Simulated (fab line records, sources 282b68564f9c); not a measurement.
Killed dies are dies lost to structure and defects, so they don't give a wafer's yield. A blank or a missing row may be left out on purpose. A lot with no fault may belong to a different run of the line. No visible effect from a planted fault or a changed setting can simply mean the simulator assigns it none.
fab line records	flow rit-cmos
record lots=6	wafers=18	last-day=7
route steps=202 shown M1@184
lots that met no fault: from a run of the same line without faults
start-h: hours from the record's first day to the start of the lot's first wafer shown	wait-h: hours from the lot's prior step to this one	" as in the row above	L1.1+2: a single row standing in for several wafers	- no value present, or no start provided	* or withheld: withheld	< > ~ a bound
route shown NAME@n: NAME is a module with steps in the file, n the number in the route of the first one	usual: the fault-free wafers' mean and standard deviation	same: alike in all rows	chamber/n: place in a boat	sites: readings site by site	_std_site: how widely they spread, as a standard deviation	_edge_site: the outer-site mean with the inner-site mean subtracted	radius-mm: for every site, how far away it sits from the centre of the wafer	mask NAME#n: copy n	behind: the most recent tool/chamber to have shaped the wafer	hold: what put the lot on hold/how long, in hours/how the hold closed	device: names the non-switching transistor (n, p or np)	end of line: at the end of the route, the tests of the same wafers	a step without rows: its recipe alone	killed: the dies lost at the first sort to structure and to defects; this is not the yield of the wafer	map: a wafer's dies, marking killed ones x, the rest . and places with no die _
set.NAME: setting as actually run; set.NAME@STEP: the setting as run at that earlier step	model.NAME: the simulator's own value behind a step, which no gauge read
a table for each step, a row for each wafer; lots at some steps of the route
services: the hour from which a tool's chamber was out of use, counted from the record's first day as start-h (under 0 if before that day), plus the number of hours and why
## steps
# step RIT_M1_SPUTTER_00
# recipe material=Al	target-thk-nm=400	power-w=2000	chamber-pressure-pa=0.4	gas=Ar	time-s=500	substrate-temp-c=25
# usual chamber-pressure-pa=0.4001/0.0008	throttle-valve-pct=29.9/0.9
# same time-s=500
lot.wafer	tool	chamber	start-h	wait-h	chamber-pressure-pa	throttle-valve-pct
L867.1	pvd-sputter-03	-	53.07	0.0	0.4004	29.1
L867.2	"	-	"	"	0.4005	29.6
L867.6	"	-	"	"	0.4018	30.2
L868.1	pvd-sputter-03	-	58.41	0.0	0.4002	30.0
L868.5	"	-	"	"	0.3984	30.1
L868.6	"	-	"	"	0.4010	29.1
L876.1	pvd-sputter-03	-	99.05	0.0	0.3992	29.9
L876.2	"	-	"	"	0.3996	29.3
L876.6	"	-	"	"	0.4007	29.6
L879.2	pvd-sputter-01	-	114.86	0.0	0.3995	30.8
L879.4	"	-	"	"	0.3998	28.3
L879.5	"	-	"	"	0.3999	30.9
L880.1	pvd-sputter-01	-	122.03	0.0	0.4010	28.2
L880.2	"	-	"	"	0.3992	31.1
L880.6	"	-	"	"	0.3999	30.9
L890.1	pvd-sputter-03	-	169.95	0.0	0.4018	29.0
L890.4	"	-	"	"	0.3996	29.0
L890.6	"	-	"	"	0.4008	29.5
# step RIT_M1_RS_MEAS_01
# recipe thk-meas-gauge=four-point-probe	reads=Al_of_M1_SPUTTER_00
# usual M1_AL_RS=0.0736/0.00065
lot.wafer	tool	chamber	start-h	wait-h	M1_AL_RS[ohm/sq]
L867.1	film-metro-03	-	53.36	0.1	0.0726
L867.2	"	-	"	"	0.0729
L867.6	"	-	"	"	0.0730
L868.1	film-metro-03	-	58.70	0.1	0.0734
L868.5	"	-	"	"	0.0728
L868.6	"	-	"	"	0.0733
L876.1	film-metro-03	-	99.34	0.1	0.0734
L876.2	"	-	"	"	0.0741
L876.6	"	-	"	"	0.0746
L879.2	film-metro-04	-	115.17	0.2	0.0742
L879.4	"	-	"	"	0.0742
L879.5	"	-	"	"	0.0738
L880.1	film-metro-01	-	122.33	0.1	0.0746
L880.2	"	-	"	"	0.0743
L880.6	"	-	"	"	0.0743
L890.1	film-metro-04	-	170.25	0.1	0.0735
L890.4	"	-	"	"	0.0731
L890.6	"	-	"	"	0.0741
# step RIT_M1_THK_MEAS_02
# recipe thk-meas-gauge=xrf	reads=Al_of_M1_SPUTTER_00
# usual M1_AL_THK=405/3.9
lot.wafer	tool	chamber	start-h	wait-h	M1_AL_THK[nm]
L867.1	film-metro-03	-	53.48	0.1	410
L867.2	"	-	"	"	407
L867.6	"	-	"	"	407
L868.1	film-metro-03	-	58.82	0.1	406
L868.5	"	-	"	"	408
L868.6	"	-	"	"	405
L876.1	film-metro-03	-	99.46	0.1	405
L876.2	"	-	"	"	401
L876.6	"	-	"	"	400
L879.2	film-metro-04	-	115.28	0.1	402
L879.4	"	-	"	"	402
L879.5	"	-	"	"	403
L880.1	film-metro-01	-	122.45	0.1	401
L880.2	"	-	"	"	401
L880.6	"	-	"	"	403
L890.1	film-metro-04	-	170.37	0.1	407
L890.4	"	-	"	"	407
L890.6	"	-	"	"	403
# step RIT_M1_HMDS_03
# recipe prime-time-s=60	prime-temp-c=140
# step RIT_M1_COAT_04
# recipe resist=NOVOLAK	spin-rpm=2000	resist-thk-nm=1300
# step RIT_M1_SOFTBAKE_05
# recipe resist=NOVOLAK	temp-c=90	time-s=60
# step RIT_M1_EXPOSE_06
# recipe mask-id=M12	na=0.6	source-shape=conventional	sigma-outer=0.5	target-cd-nm=2600	dose-mj=250
# step RIT_M1_PEB_07
# recipe resist=NOVOLAK	temp-c=withheld	time-s=withheld
# step RIT_M1_DEVELOP_08
# recipe resist=NOVOLAK	develop-time-s=68	dev-temp-c=23
# step RIT_M1_CD_MEAS_09
# recipe target-cd-nm=2600
# usual cd-nm=2599.9/2.3
lot.wafer	tool	chamber	start-h	wait-h	cd-nm
L867.1	cd-sem-01	-	54.42	-	2599.3
L867.2	"	-	"	"	2596.8
L867.6	"	-	"	"	2596.7
L868.1	cd-sem-02	-	59.87	-	2596.1
L868.5	"	-	"	"	2597.1
L868.6	"	-	"	"	2597.6
L876.1	cd-sem-01	-	100.54	-	2601.6
L876.2	"	-	"	"	2602.1
L876.6	"	-	"	"	2603.1
L879.2	cd-sem-01	-	116.23	-	2598.7
L879.4	"	-	"	"	2597.0
L879.5	"	-	"	"	2597.1
L880.1	cd-sem-01	-	123.39	-	2601.3
L880.2	"	-	"	"	2602.6
L880.6	"	-	"	"	2602.7
L890.1	cd-sem-01	-	171.31	-	2598.0
L890.4	"	-	"	"	2600.5
L890.6	"	-	"	"	2601.0
# step RIT_M1_OVL_MEAS_10
# usual M1_OVL=-0.4/1.4
lot.wafer	tool	chamber	start-h	wait-h	M1_OVL[nm]
L867.1	overlay-02	-	54.54	0.1	-2.2
L867.2	"	-	"	"	-0.9
L867.6	"	-	"	"	-0.6
L868.1	overlay-02	-	59.99	0.1	-0.5
L868.5	"	-	"	"	-1.3
L868.6	"	-	"	"	-2.5
L876.1	overlay-02	-	100.66	0.1	-1.0
L876.2	"	-	"	"	-1.6
L876.6	"	-	"	"	-2.8
L879.2	overlay-01	-	116.34	0.1	-2.5
L879.4	"	-	"	"	-1.5
L879.5	"	-	"	"	-2.1
L880.1	overlay-01	-	123.51	0.1	-3.1
L880.2	"	-	"	"	-2.2
L880.6	"	-	"	"	-2.1
L890.1	overlay-02	-	171.43	0.1	0.2
L890.4	"	-	"	"	-0.8
L890.6	"	-	"	"	-0.3
# step RIT_M1_HARDBAKE_11
# recipe resist=NOVOLAK	temp-c=140	time-s=120
# step RIT_M1_METAL_ETCH_12
# recipe stop-on=SiO2	chemistry=Cl2/BCl3	target=Al	time-s=165	over-etch-frac=0.5	pressure-mtorr=100	target-depth-a=6000	rf-w=250	Cl2_flow_sccm=60	bcl3-flow-sccm=50
# usual drypump-motor-current-A=6.04/0.22	oes-product-au=0.776/0.014	throttle-valve-pct=8.30/0.11
# same time-s=165
lot.wafer	tool	chamber	start-h	wait-h	drypump-motor-current-A	oes-product-au	rf-hours-counter-h	throttle-valve-pct	model.NOVOLAK_of_M1_COAT_04.thk-nm	model.SiO2_of_CONTACT_CVD_00.thk-nm	model.M1.feature-depth-nm
L867.1	rie-metal-03	0	54.83	0.2	5.88	0.766	4	8.29	811.1	359.8	436.6
L867.2	"	1	"	"	6.21	0.777	4	8.19	812.4	361.3	433.5
L867.6	"	1	"	"	6.19	0.785	-	8.20	815.8	366.1	434.3
L868.1	rie-metal-02	0	60.28	0.2	5.76	0.776	37	8.32	811.4	363.7	432.8
L868.5	"	0	"	"	5.77	0.778	-	8.30	810.5	368.8	435.8
L868.6	"	1	"	"	6.43	0.775	-	8.55	809	367.9	433.6
L876.1	rie-metal-03	0	100.95	0.2	5.90	0.772	4	8.31	682.6	343.2	446.6
L876.2	"	1	"	"	6.18	0.785	4	8.20	694.7	345.2	442.5
L876.6	"	1	"	"	6.17	0.776	-	8.20	697.5	355.8	439.4
L879.2	rie-metal-03	1	116.62	0.2	6.22	0.770	5	8.19	692.4	343.6	441
L879.4	"	0	"	"	5.87	0.757	-	8.30	680.7	348.9	442
L879.5	"	1	"	"	6.22	0.788	-	8.20	695.6	351.1	443.1
L880.1	rie-metal-02	1	123.79	0.2	6.40	0.771	33	8.55	812.5	358.3	426.5
L880.2	"	0	"	"	5.77	0.771	38	8.32	814.6	358.5	428
L880.6	"	0	"	"	5.75	0.769	-	8.30	823.1	363.6	428
L890.1	rie-metal-02	0	171.71	0.2	5.77	0.780	0	8.30	810.1	359.2	431.3
L890.4	"	0	"	"	5.77	0.783	-	8.30	814.6	364.9	433.9
L890.6	"	0	"	"	5.77	0.782	-	8.30	809.2	367.7	429.2
# step RIT_M1_STRIP_13
# recipe chemistry=nmp	resist=NOVOLAK	temp-c=80	time-s=600	dry=n2-spin
# step RIT_M1_STRIP_14
# recipe chemistry=O2	time-s=180	platen-temp-c=withheld	power-w=500	pressure-mtorr=4000	o2-flow-sccm=4000
# usual drypump-motor-current-A=5.7/0.6	rf-refl-power-W=5.8/1.2
# same time-s=180
lot.wafer	tool	chamber	start-h	wait-h	drypump-motor-current-A	rf-hours-counter-h	rf-refl-power-W
L867.1	plasma-asher-04	0	55.17	0.0	6.3	44	8.3
L867.2	"	1	"	"	6.3	44	5.5
L867.6	"	0	"	"	6.3	-	8.2
L868.1	plasma-asher-03	0	60.61	0.0	4.9	39	5.7
L868.5	"	1	"	"	5.9	-	4.3
L868.6	"	0	"	"	4.9	-	5.6
L876.1	plasma-asher-04	0	101.28	0.0	6.3	49	8.1
L876.2	"	1	"	"	6.3	49	5.4
L876.6	"	1	"	"	6.3	-	5.6
L879.2	plasma-asher-04	1	116.97	0.0	6.3	51	5.7
L879.4	"	0	"	"	6.3	-	8.2
L879.5	"	0	"	"	6.3	-	8.2
L880.1	plasma-asher-03	1	124.13	0.0	5.9	46	4.8
L880.2	"	0	"	"	4.9	46	5.9
L880.6	"	1	"	"	5.9	-	4.8
L890.1	plasma-asher-04	1	172.05	0.0	6.3	56	5.1
L890.4	"	1	"	"	6.3	-	5.0
L890.6	"	0	"	"	6.3	-	8.4
# step RIT_M1_CD_MEAS_90
# recipe target-cd-nm=2600
# usual cd-nm=2599.9/2.7
lot.wafer	tool	chamber	start-h	wait-h	cd-nm
L867.1	cd-sem-02	-	55.34	0.1	2598.5
L867.2	"	-	"	"	2597.9
L867.6	"	-	"	"	2597.8
L868.1	cd-sem-02	-	60.79	0.1	2594.7
L868.5	"	-	"	"	2597.6
L868.6	"	-	"	"	2597.4
L876.1	cd-sem-01	-	101.46	0.1	2591.4
L876.2	"	-	"	"	2592.8
L876.6	"	-	"	"	2594.8
L879.2	cd-sem-01	-	117.17	0.1	2590.6
L879.4	"	-	"	"	2587.4
L879.5	"	-	"	"	2587.5
L880.1	cd-sem-01	-	124.31	0.1	2602.5
L880.2	"	-	"	"	2604.0
L880.6	"	-	"	"	2602.6
L890.1	cd-sem-02	-	172.23	0.1	2600.5
L890.4	"	-	"	"	2601.5
L890.6	"	-	"	"	2602.2
# step RIT_M1_ANNEAL_15
# recipe temp-c=450	time-s=1800	ambient=forming_gas_H2N2
# step RIT_M1_PROBE_99
# usual defect-limited-yield=97.3/1.2	killed-at-front-end=7/3	killed-dies=7/3	killed-open=3.5/2	killed-short=3.6/2.1	sort_bin_3_pad_short=0.2/0.26	sort_bin_5_function=1.5/0.76	sort_bin_6_memory=1.0/0.65	sort-n-pass=257/3	sort-yield-pct=97.3/1.2
# same gross-dies=264	killed_at_M0_to_M3=0	killed_at_M4_up=0	killed-at-back-side=0	killed-at-contacts=0	killed-at-other=0
lot.wafer	tool	chamber	start-h	wait-h	defect-limited-yield[%]	killed-at-front-end	killed-dies	killed-open	killed-short	sort_bin_3_pad_short[%]	sort_bin_5_function[%]	sort_bin_6_memory[%]	sort-n-pass	sort-yield-pct[%]	model.etest.antenna-m1.vt-shift-v
L867.1	prober-01	-	58.61	0.1	98.9	3	3	1	2	0	1.1	0	261	98.9	-0.01101
L867.2	prober-01	-	58.66	0.1	98.9	3	3	2	1	0	0.8	0.4	261	98.9	-0.01066
L867.6	prober-01	-	58.86	0.2	98.9	3	3	1	2	0.4	0.8	0	261	98.9	-0.007504
L868.1	prober-02	-	62.53	0.1	95.8	11	11	6	5	0	2.3	1.9	253	95.8	-0.01262
L868.5	prober-02	-	62.73	0.2	98.9	3	3	2	1	0	0.8	0.4	261	98.9	-0.01162
L868.6	prober-02	-	62.78	0.2	97.3	7	7	4	3	0	1.5	1.1	257	97.3	-0.01298
L876.1	prober-02	-	104.13	0.1	98.9	3	3	1	2	0	0.4	0.8	261	98.9	-0.02661
L876.2	prober-02	-	104.18	0.1	98.1	5	5	3	2	0	1.1	0.8	259	98.1	-0.02206
L876.6	prober-02	-	104.38	0.2	98.1	5	5	2	3	0	1.9	0	259	98.1	-0.02455
L879.2	prober-01	-	118.94	0.1	97.3	7	7	4	3	0.4	1.5	0.8	257	97.3	-0.02366
L879.4	prober-01	-	119.04	0.2	98.5	4	4	2	2	0	1.1	0.4	260	98.5	-0.02466
L879.5	prober-01	-	119.09	0.2	95.8	11	11	5	6	0	2.3	1.9	253	95.8	-0.02144
L880.1	prober-02	-	126.05	0.1	96.6	9	9	4	5	0	1.5	1.9	255	96.6	-0.01215
L880.2	prober-02	-	126.10	0.1	96.6	9	9	1	8	0.4	1.1	1.9	255	96.6	-0.009477
L880.6	prober-02	-	126.30	0.2	96.6	9	9	2	7	0.4	1.5	1.5	255	96.6	-0.01059
# killed by level:class
L867.1 FOX2:geometric-particle:short=1 GATE:geometric-particle:short=1 SPACER:geometric-particle:open=1
L867.2 GATE:geometric-particle:open=1 REOX:geometric-particle:short=1 SPACER:geometric-particle:open=1
L867.6 FOX1:geometric-particle:open=1 GATE:geometric-particle:short=1 SILICIDE:geometric-particle:short=1
L868.1 GATE:geometric-particle:open=4 FOX1:geometric-particle:short=3 REOX:geometric-particle:open=2 REOX:geometric-particle:short=1 SILICIDE:geometric-particle:short=1
L868.5 GATE:geometric-particle:open=2 REOX:geometric-particle:short=1
L868.6 FOX2:geometric-particle:short=2 GATE:geometric-particle:open=2 FOX1:geometric-particle:open=1 FOX2:geometric-particle:open=1 GATE:geometric-particle:short=1
L876.1 REOX:geometric-particle:short=1 SPACER:geometric-particle:short=1 SPACER:geometric-particle:open=1
L876.2 GATE:geometric-particle:open=2 ACTIVE:geometric-particle:short=1 FOX2:geometric-particle:open=1 REOX:geometric-particle:short=1
L876.6 GATE:geometric-particle:open=1 GATE:geometric-particle:short=1 REOX:geometric-particle:short=1 SPACER:geometric-particle:open=1 SILICIDE:geometric-particle:short=1
L879.2 FOX1:geometric-particle:short=2 FOX1:geometric-particle:open=2 FOX2:geometric-particle:open=1 GATE:geometric-particle:short=1 SILICIDE:geometric-particle:open=1
L879.4 REOX:geometric-particle:short=2 REOX:geometric-particle:open=1 SPACER:geometric-particle:open=1
L879.5 GATE:geometric-particle:short=4 GATE:geometric-particle:open=2 SILICIDE:geometric-particle:open=2 FOX2:geometric-particle:open=1 REOX:geometric-particle:short=1 SPACER:geometric-particle:short=1
L880.1 SILICIDE:geometric-particle:short=3 GATE:geometric-particle:open=2 FOX1:geometric-particle:open=1 GATE:geometric-particle:short=1 REOX:geometric-particle:open=1 SPACER:geometric-particle:short=1
L880.2 REOX:geometric-particle:short=3 SPACER:geometric-particle:short=3 SILICIDE:geometric-particle:short=2 REOX:geometric-particle:open=1
L880.6 SPACER:geometric-particle:short=4 REOX:geometric-particle:short=2 FOX2:geometric-particle:open=1 GATE:geometric-particle:short=1 GATE:geometric-particle:open=1
## services
tool	chamber	start-h	hours	kind
pvd-sputter-01	-	52.04	1.8	repair
pvd-sputter-01	-	54.21	5.4	repair
rie-metal-03	-	62.33	2.8	pm
rie-metal-03	-	81.11	1.4	pm
plasma-asher-04	-	125.04	2.2	repair
rie-metal-02	-	136.12	20.0	pm
rie-metal-02	0	136.12	20.0	vent-cycle
rie-metal-02	1	136.12	20.0	vent-cycle
pvd-sputter-03	-	136.90	1.7	repair
rie-metal-02	0	156.12	-	clean
rie-metal-02	1	156.12	-	clean
rie-metal-02	-	169.00	1.4	pm
## key
first-sign step=RIT_M1_CD_MEAS_90	reading=cd-nm	direction=down	sigmas=3.4	usual=2599.9	struck=2590.8
effect none on later readings
model-effect step=RIT_M1_METAL_ETCH_12	value=NOVOLAK_of_M1_COAT_04.thk-nm	without=814.2	struck=690.6
model-effect step=RIT_M1_PROBE_99	value=etest.antenna-m1.vt-shift-v	without=-0.01276	struck=-0.02383
met-at RIT_M1_METAL_ETCH_12
struck-wafers L876.1,L876.2,L876.6,L879.2,L879.4,L879.5
onset-between 54.83 100.95
fault kind=process-parameter-drift	tool=rie-metal-03	chamber=-	onset-h=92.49	steps=RIT_M1_METAL_ETCH_12	channel=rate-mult	offset=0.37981	shape=step	end-h=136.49
